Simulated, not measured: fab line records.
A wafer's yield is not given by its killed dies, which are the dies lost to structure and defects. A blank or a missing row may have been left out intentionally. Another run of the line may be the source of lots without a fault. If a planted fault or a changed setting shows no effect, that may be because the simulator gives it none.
Which tool was responsible? -- flow berkeley-cmos170 -- 14 lots, 42 wafers sampled, at 4 steps of a route of 331

== WHAT THE GAUGES READ, wafer by wafer ==
UCB170_V2_BOW_MEAS_03. Usual: for V2_BOW the level is 36 um and the standard deviation is 6.4.
lot,measured,on,V2_BOW (um),flag
L315,day 7 19:40,film-metro-02,39 42 36,
L317,day 8 07:33,film-metro-04,21 28 30,
L319,day 8 11:53,film-metro-04,34 42 45,
L320,day 8 12:22,film-metro-04,41 35 39,
L321,day 9 01:27,film-metro-02,28 33 42,
L322,day 9 02:09,film-metro-02,43 49 48,
L323,day 9 02:38,film-metro-04,43 36 44,
L325,day 9 19:27,film-metro-02,37 36 40,
L326,day 10 08:25,film-metro-01,40 30 37,
L327,day 10 09:10,film-metro-02,44 32 37,
L329,day 11 03:24,film-metro-02,45 37 33,
L336,day 12 10:39,film-metro-01,42 32 32,
L338,day 12 18:30,film-metro-04,41 30 30,
L337,day 12 19:11,film-metro-01,42 44 41,

UCB170_M3_OVL_MEAS_16. Usual: for M3_OVL the level is -6 nm and the standard deviation is 5.4.
lot,measured,on,M3_OVL (nm),flag
L315,day 8 01:20,overlay-02,-4 -15 -14,
L317,day 8 11:42,overlay-01,-9 -10 -14,
L319,day 8 15:38,overlay-01,-13 1 -6,
L320,day 8 16:25,overlay-01,4 -3 -4,
L321,day 9 05:39,overlay-01,-3 -1 -10,
L322,day 9 05:59,overlay-02,-8 1 1,
L323,day 9 06:44,overlay-01,-7 -10 -13,
L325,day 9 23:49,overlay-01,-3 -12 -6,
L326,day 10 13:31,overlay-01,-12 -6 -10,
L327,day 10 13:49,overlay-02,-6 -5 1,
L329,day 11 09:05,overlay-01,-6 11 -2,
L336,day 12 16:28,overlay-02,-10 -20 -5,
L338,day 12 23:29,overlay-02,-12 -11 -15,
L337,day 13 00:21,overlay-02,-6 -5 3,

== TOOL THAT RAN EACH LOT (tool first, then ch and the chambers of the sampled wafers, then the start) ==
lot,UCB170_M1_ETCH_11,UCB170_V2_CMP_02
L315,"rie-diel-04 ch 0,1, day 7 09:52","cmp-01 ch 0,1,2, day 7 19:23"
L317,"rie-diel-04 ch 0,2,3, day 7 18:59","cmp-01 ch 1,2, day 8 07:13"
L319,"rie-diel-02 ch 0,1,3, day 8 01:49","cmp-02 ch 0,1,2, day 8 11:38"
L320,"rie-diel-01 ch 0,1,3, day 8 04:06","cmp-02 ch 1,2,3, day 8 12:08"
L321,"rie-diel-02 ch 0,1,2, day 8 09:40","cmp-01 ch 1,2,3, day 9 01:10"
L322,"rie-diel-01 ch 0,1,3, day 8 10:10","cmp-02 ch 1,2,3, day 9 01:50"
L323,"rie-diel-02 ch 1,2,3, day 8 11:33","cmp-01 ch 1,2, day 9 02:23"
L325,"rie-diel-02 ch 2,3, day 9 04:58","cmp-01 ch 0,3, day 9 19:08"
L326,"rie-diel-01 ch 2,3, day 9 23:01","cmp-01 ch 0,2,3, day 10 08:13"
L327,"rie-diel-02 ch 1,2, day 9 23:17","cmp-01 ch 0,1,3, day 10 08:57"
L329,"rie-diel-04 ch 0,2, day 10 15:17","cmp-02 ch 0,2, day 11 03:08"
L336,"rie-diel-01 ch 0,2,3, day 11 23:41","cmp-01 ch 1,2,3, day 12 10:20"
L338,"rie-diel-02 ch 0,3, day 12 08:19","cmp-01 ch 1,2, day 12 18:12"
L337,"rie-diel-01 ch 0,1, day 12 08:59","cmp-01 ch 0,2,3, day 12 18:57"
- UCB170_M1_ETCH_11: etches BARC in N2/H2.
- UCB170_V2_CMP_02: polishes SiO2.

== AS READ BY THE TOOLS THEMSELVES (means over the sampled wafers that have a number; for cases with no such wafer, the mark the record gives instead) ==
UCB170_M1_ETCH_11. Usual: drypump-motor-current-A 5.5 A, standard deviation 0.45; oes-product-au 0.996 a.u., standard deviation 0.018; throttle-valve-pct 13.31 %, standard deviation 0.13.
lot,tool,drypump-motor-current-A (A),oes-product-au (a.u.),throttle-valve-pct (%),flag
L315,rie-diel-04,5.5,0.973,13.33,
L317,rie-diel-04,6.0,1.005,13.32,
L319,rie-diel-02,5.5,0.979,13.42,
L320,rie-diel-01,5.3,1.007,13.30,
L321,rie-diel-02,5.2,0.983,13.40,
L322,rie-diel-01,5.3,1.004,13.31,
L323,rie-diel-02,5.6,0.997,13.35,
L325,rie-diel-02,6.0,0.996,13.35,
L326,rie-diel-01,5.5,0.999,13.32,
L327,rie-diel-02,5.2,0.998,13.33,
L329,rie-diel-04,6.1,1.004,13.27,
L336,rie-diel-01,5.6,0.998,13.25,
L338,rie-diel-02,5.9,0.986,13.42,
L337,rie-diel-01,5.4,1.000,13.23,

UCB170_V2_CMP_02. Usual: motor-current-A 16.7 A, standard deviation 0.96; retaining-ring-pressure-frac 1.000, standard deviation 0.0048.
lot,tool,motor-current-A (A),retaining-ring-pressure-frac,flag
L315,cmp-01,16.8,0.995,
L317,cmp-01,15.5,0.998,
L319,cmp-02,17.1,1.000,
L320,cmp-02,17.2,1.001,
L321,cmp-01,16.0,0.995,
L322,cmp-02,17.2,1.007,
L323,cmp-01,15.5,1.000,
L325,cmp-01,17.1,1.000,
L326,cmp-01,16.3,0.997,
L327,cmp-01,16.4,0.998,
L329,cmp-02,16.5,0.998,
L336,cmp-01,16.0,1.004,
L338,cmp-01,15.2,1.003,
L337,cmp-01,17.4,1.003,

== THE ANSWER, worked out from the rows above alone ==
Rule: lot off if the mean of its wafers having a number is beyond 3 standard deviations from the usual mean. Also off: a lot with no number at a reading for which 4 or more lots have one. Any other lot the step has rows for is counted as sound. After the gauges, taken in route order, come the tools' own readings; for these a lot's mean is taken, as printed above. The first step at which some lot is off is used, and at that step the reading that is off furthest; a lot without a number counts as furthest.
No lot is off at any reading shown: from this, nothing can be told.

== WHAT THE SIMULATOR HAD PUT IN ==
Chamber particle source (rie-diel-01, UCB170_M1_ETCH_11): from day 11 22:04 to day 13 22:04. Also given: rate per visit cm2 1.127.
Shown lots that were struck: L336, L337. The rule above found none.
